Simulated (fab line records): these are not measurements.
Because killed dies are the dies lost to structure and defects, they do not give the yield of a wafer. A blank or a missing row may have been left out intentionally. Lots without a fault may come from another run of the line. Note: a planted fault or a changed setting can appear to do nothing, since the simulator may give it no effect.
Split-lot trial || flow rit_cmos || route with 202 steps; 5 lots, 23 wafers read

THE SPLIT
At RIT_GATE_EXPOSE_13 (exposes mask M6, target cd 150 nm), the setting dose_mj was moved away from the recipe's 380 on 7 of the 23 wafers read, by -4.1% to +4.0%. All remaining wafers had this setting at the recipe value.

FROM THE SPLIT TO THE READING: what the file shows between them, 6 steps
- RIT_GATE_PEB_14
- RIT_GATE_DEVELOP_15: develop time 50 s
- RIT_GATE_CD_MEAS_16: target cd 150 nm
- RIT_GATE_HARDBAKE_18: time 60 s
- RIT_GATE_ETCH_19: etches poly-Si in SF6/CHF3/O2, stops on SiO2, time 165 s, target depth 312.5 nm
- RIT_GATE_STRIP_20: strips in O2, time 180 s (also split here: o2_flow_sccm)

THE READING
cd_nm (nm) at RIT_GATE_CD_MEAS_90, where the cd target is 150 nm. Typical for fault-free wafers on this fab line: 148.7 nm, with standard deviation 2.9 nm.

{"wafer": "L077.1", "tool, chamber at the split": "iline_stepper-01, 0", "dose_mj as run": 380, "against the recipe": "recipe", "cd_nm, nm": 149.7, "against lot-mates on the recipe": "-"}
{"wafer": "L077.3", "tool, chamber at the split": "iline_stepper-01, 0", "dose_mj as run": 380, "against the recipe": "recipe", "cd_nm, nm": 149.0, "against lot-mates on the recipe": "-"}
{"wafer": "L077.4", "tool, chamber at the split": "iline_stepper-01, 0", "dose_mj as run": 395.3, "against the recipe": "+4.0%", "cd_nm, nm": 126.4, "against lot-mates on the recipe": -22.4}
{"wafer": "L077.5", "tool, chamber at the split": "iline_stepper-01, 0", "dose_mj as run": 395.3, "against the recipe": "+4.0%", "cd_nm, nm": 126.8, "against lot-mates on the recipe": -22.0}
{"wafer": "L077.6", "tool, chamber at the split": "iline_stepper-01, 0", "dose_mj as run": 380, "against the recipe": "recipe", "cd_nm, nm": 147.8, "against lot-mates on the recipe": "-"}
{"wafer": "L080.1", "tool, chamber at the split": "iline_stepper-01, 0", "dose_mj as run": 364.5, "against the recipe": "-4.1%", "cd_nm, nm": 171.0, "against lot-mates on the recipe": "+24.8"}
{"wafer": "L080.2", "tool, chamber at the split": "iline_stepper-01, 0", "dose_mj as run": 380, "against the recipe": "recipe", "cd_nm, nm": 147.4, "against lot-mates on the recipe": "-"}
{"wafer": "L080.3", "tool, chamber at the split": "iline_stepper-01, 0", "dose_mj as run": 380, "against the recipe": "recipe", "cd_nm, nm": 145.0, "against lot-mates on the recipe": "-"}
{"wafer": "L080.4", "tool, chamber at the split": "iline_stepper-01, 0", "dose_mj as run": 364.5, "against the recipe": "-4.1%", "cd_nm, nm": 169.7, "against lot-mates on the recipe": "+23.5"}
{"wafer": "L080.5", "tool, chamber at the split": "iline_stepper-01, 0", "dose_mj as run": 364.5, "against the recipe": "-4.1%", "cd_nm, nm": 169.8, "against lot-mates on the recipe": "+23.6"}
{"wafer": "L081.1", "tool, chamber at the split": "iline_stepper-02, 0", "dose_mj as run": 380, "against the recipe": "recipe", "cd_nm, nm": 153.8, "against lot-mates on the recipe": "-"}
{"wafer": "L081.2", "tool, chamber at the split": "iline_stepper-02, 0", "dose_mj as run": 380, "against the recipe": "recipe", "cd_nm, nm": 152.5, "against lot-mates on the recipe": "-"}
{"wafer": "L081.4", "tool, chamber at the split": "iline_stepper-02, 0", "dose_mj as run": 380, "against the recipe": "recipe", "cd_nm, nm": 152.3, "against lot-mates on the recipe": "-"}
{"wafer": "L081.5", "tool, chamber at the split": "iline_stepper-02, 0", "dose_mj as run": 395.1, "against the recipe": "+4.0%", "cd_nm, nm": 130.6, "against lot-mates on the recipe": -22.3}
{"wafer": "L081.6", "tool, chamber at the split": "iline_stepper-02, 0", "dose_mj as run": 395.1, "against the recipe": "+4.0%", "cd_nm, nm": 132.2, "against lot-mates on the recipe": -20.7}
{"wafer": "L083.2", "tool, chamber at the split": "iline_stepper-01, 0", "dose_mj as run": 380, "against the recipe": "recipe", "cd_nm, nm": 148.5, "against lot-mates on the recipe": "-"}
{"wafer": "L083.3", "tool, chamber at the split": "iline_stepper-01, 0", "dose_mj as run": 380, "against the recipe": "recipe", "cd_nm, nm": 149.1, "against lot-mates on the recipe": "-"}
{"wafer": "L083.4", "tool, chamber at the split": "iline_stepper-01, 0", "dose_mj as run": 380, "against the recipe": "recipe", "cd_nm, nm": 147.3, "against lot-mates on the recipe": "-"}
{"wafer": "L083.5", "tool, chamber at the split": "iline_stepper-01, 0", "dose_mj as run": 380, "against the recipe": "recipe", "cd_nm, nm": 146.4, "against lot-mates on the recipe": "-"}
{"wafer": "L083.6", "tool, chamber at the split": "iline_stepper-01, 0", "dose_mj as run": 380, "against the recipe": "recipe", "cd_nm, nm": 149.7, "against lot-mates on the recipe": "-"}
{"wafer": "L084.2", "tool, chamber at the split": "iline_stepper-01, 0", "dose_mj as run": 380, "against the recipe": "recipe", "cd_nm, nm": 147.1, "against lot-mates on the recipe": "-"}
{"wafer": "L084.5", "tool, chamber at the split": "iline_stepper-01, 0", "dose_mj as run": 380, "against the recipe": "recipe", "cd_nm, nm": 149.0, "against lot-mates on the recipe": "-"}
{"wafer": "L084.6", "tool, chamber at the split": "iline_stepper-01, 0", "dose_mj as run": 380, "against the recipe": "recipe", "cd_nm, nm": 147.5, "against lot-mates on the recipe": "-"}

FIT RESULTS
A straight line over all 23 wafers: cd_nm changes by -5.09 nm for each +1% of dose_mj; r = -0.98; the points scatter about the line by 2.3 nm.
The same after taking each lot's own level away (the mean of its wafers on the recipe; 23 wafers): -5.65 nm for each +1%; r = -1.00; scatter 1 nm.
The reading moves by 23 nm for the largest change in dose_mj, on that fit.
Measured against the standard deviation above, the lots' own levels, which go from 146.20 to 152.87 nm, span 2.3 times it.
So the lot-to-lot level changes the slope: the two fits differ.
Check: for one of the wafers moved furthest among these (-4.1%), held out of the fit, the line's prediction against its lot-mates is +22.9 nm. Against them it came out at +24.8 nm.

FURTHER SPLITS ON THESE WAFERS
Other splits were also applied to these wafers ahead of the reading. Each is held against what the fit with the lots' levels taken away leaves over:
{"other split on the same wafers": "RIT_ACTIVE_COAT_06 spin_rpm", "wafers away from the commonest value": 8, "r with cd_nm (lot level and that fit taken away)": -0.06}
{"other split on the same wafers": "RIT_ACTIVE_ETCH_13 rf_w", "wafers away from the commonest value": 6, "r with cd_nm (lot level and that fit taken away)": -0.09}
{"other split on the same wafers": "RIT_FOX2_WET_ETCH_03 time_s", "wafers away from the commonest value": 18, "r with cd_nm (lot level and that fit taken away)": -0.18}
{"other split on the same wafers": "RIT_NWELL_COAT_01 resist_thk_nm", "wafers away from the commonest value": 11, "r with cd_nm (lot level and that fit taken away)": -0.16}
{"other split on the same wafers": "RIT_NRETRO_IMPLANT_08 dose_cm2", "wafers away from the commonest value": 10, "r with cd_nm (lot level and that fit taken away)": -0.12}
{"other split on the same wafers": "RIT_GATE_STRIP_20 o2_flow_sccm", "wafers away from the commonest value": 7, "r with cd_nm (lot level and that fit taken away)": "+0.10"}

THE WHOLE CHAIN: every reading that the file lists as answering this split, in the file's order
{"step": "RIT_GATE_DEVELOP_15", "what it does": "develop time 50 s", "reading": "GATE.cd_nm (the simulator's own value, which no gauge read)", "change (the file's fit)": "-5.65 nm for each +1% of the setting", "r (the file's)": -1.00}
{"step": "RIT_GATE_CD_MEAS_16", "what it does": "target cd 150 nm", "reading": "cd_nm", "change (the file's fit)": "-5.67 nm for each +1% of the setting", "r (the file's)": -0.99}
{"step": "RIT_GATE_ETCH_19", "what it does": "etches poly-Si in SF6/CHF3/O2, stops on SiO2, time 165 s, target depth 312.5 nm", "reading": "GATE.cd_nm (the simulator's own value, which no gauge read)", "change (the file's fit)": "-5.64 nm for each +1% of the setting", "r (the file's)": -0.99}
{"step": "RIT_GATE_CD_MEAS_90", "what it does": "target cd 150 nm", "reading": "cd_nm", "change (the file's fit)": "-5.6 nm for each +1% of the setting", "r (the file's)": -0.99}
{"step": "RIT_M1_PROBE_99", "what it does": "", "reading": "etest.pmos_turned.r_on_ohm_um (the simulator's own value, which no gauge read)", "change (the file's fit)": "-146 for each +1% of the setting", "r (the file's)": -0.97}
{"step": "RIT_M1_PROBE_99", "what it does": "", "reading": "etest.pmos_0p15.r_on_ohm_um (the simulator's own value, which no gauge read)", "change (the file's fit)": "-137 for each +1% of the setting", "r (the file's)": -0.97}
{"step": "RIT_M1_PROBE_99", "what it does": "", "reading": "etest.nmos_0p15.r_on_ohm_um (the simulator's own value, which no gauge read)", "change (the file's fit)": "-45.8 for each +1% of the setting", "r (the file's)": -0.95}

THE FILE'S OWN FIT
cd_nm changes by -5.6 nm for each +1% of dose_mj, r = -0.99.
